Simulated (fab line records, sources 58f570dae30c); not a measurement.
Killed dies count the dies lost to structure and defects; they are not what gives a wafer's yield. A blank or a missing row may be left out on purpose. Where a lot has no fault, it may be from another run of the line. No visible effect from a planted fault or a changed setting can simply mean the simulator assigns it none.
2 desks looking at one fault :: flow berkeley cmos170 :: each desk holds nothing but its own numbers, with what lay behind them at the end

== FROM THE METROLOGY DESK ==
Means of the sampled wafers that have a number, per lot and without regard to the tool the lot ran on: this is what the gauges read. A lot is out of limits, marked OUT, if its mean lies more than 4 standard deviations from the usual mean; the brackets give that distance.
Columns: A = cd nm at UCB170_M1_CD_MEAS_90, usual 699.8 nm; B = cd nm at UCB170_V1_CD_MEAS_12, usual 699.6 nm
lot: L668
first seen here: day 8 16:36
A: 698.7
B: 698.8

lot: L667
first seen here: day 8 17:52
A: 701.5
B: 698.7

lot: L671
first seen here: day 9 12:25
A: 701.4
B: 699.3

lot: L669
first seen here: day 9 14:47
A: 699.8
B: 700.7

lot: L672
first seen here: day 9 15:59
A: 702.7
B: 698.7

lot: L670
first seen here: day 9 16:13
A: 699.1
B: 700.4

lot: L676
first seen here: day 10 05:31
A: 697.7
B: 698.9

lot: L678
first seen here: day 10 07:21
A: 698.7
B: 701.5

lot: L680
first seen here: day 10 17:24
A: 698.0
B: 702.2

lot: L682
first seen here: day 11 09:34
A: 697.9
B: 699.8

lot: L681
first seen here: day 11 11:22
A: 701.0
B: 697.7

lot: L685
first seen here: day 11 12:01
A: 701.1
B: 699.0

lot: L686
first seen here: day 12 13:43
A: 700.5
B: 698.0
Result from this desk: across the 13 lots, nothing is out of limits.

== FOR THE TOOL OWNER'S DESK: rie metal-01 ==
The tool's own readings at UCB170_M2_METAL_ETCH_18 (etches Al in Cl2/BCl3, stops on SiO2, target depth 1170 nm, time 195 s): means of the sampled wafers that have a number, for each lot that ran on this tool. A lot is out of limits, marked OUT, if its mean lies more than 4 standard deviations from the usual mean; the brackets give that distance.
Columns: A = drypump motor current A at UCB170_M2_METAL_ETCH_18, usual 5.41 A; B = he backside leak sccm at UCB170_M2_METAL_ETCH_18, usual 3.21 sccm; C = oes product au at UCB170_M2_METAL_ETCH_18, usual 0.858 a.u.; D = throttle valve pct at UCB170_M2_METAL_ETCH_18, usual 24.38 %
lot: L668
first seen here: day 9 02:20
A: 5.47
B: 2.93
C: 0.870
D: 24.47

lot: L671
first seen here: day 9 21:46
A: 5.41
B: 3.24
C: 0.861
D: 24.33

lot: L670
first seen here: day 10 00:22
A: 5.43
B: 3.11
C: 0.896
D: 24.32
Result from this desk: across the 3 lots, nothing is out of limits.

== PUT TOGETHER ==
Nothing out of limits was seen by the metrology desk.
The tool owner's desk saw nothing out of limits.

== WHAT HAD BEEN PUT IN BY THE SIMULATOR ==
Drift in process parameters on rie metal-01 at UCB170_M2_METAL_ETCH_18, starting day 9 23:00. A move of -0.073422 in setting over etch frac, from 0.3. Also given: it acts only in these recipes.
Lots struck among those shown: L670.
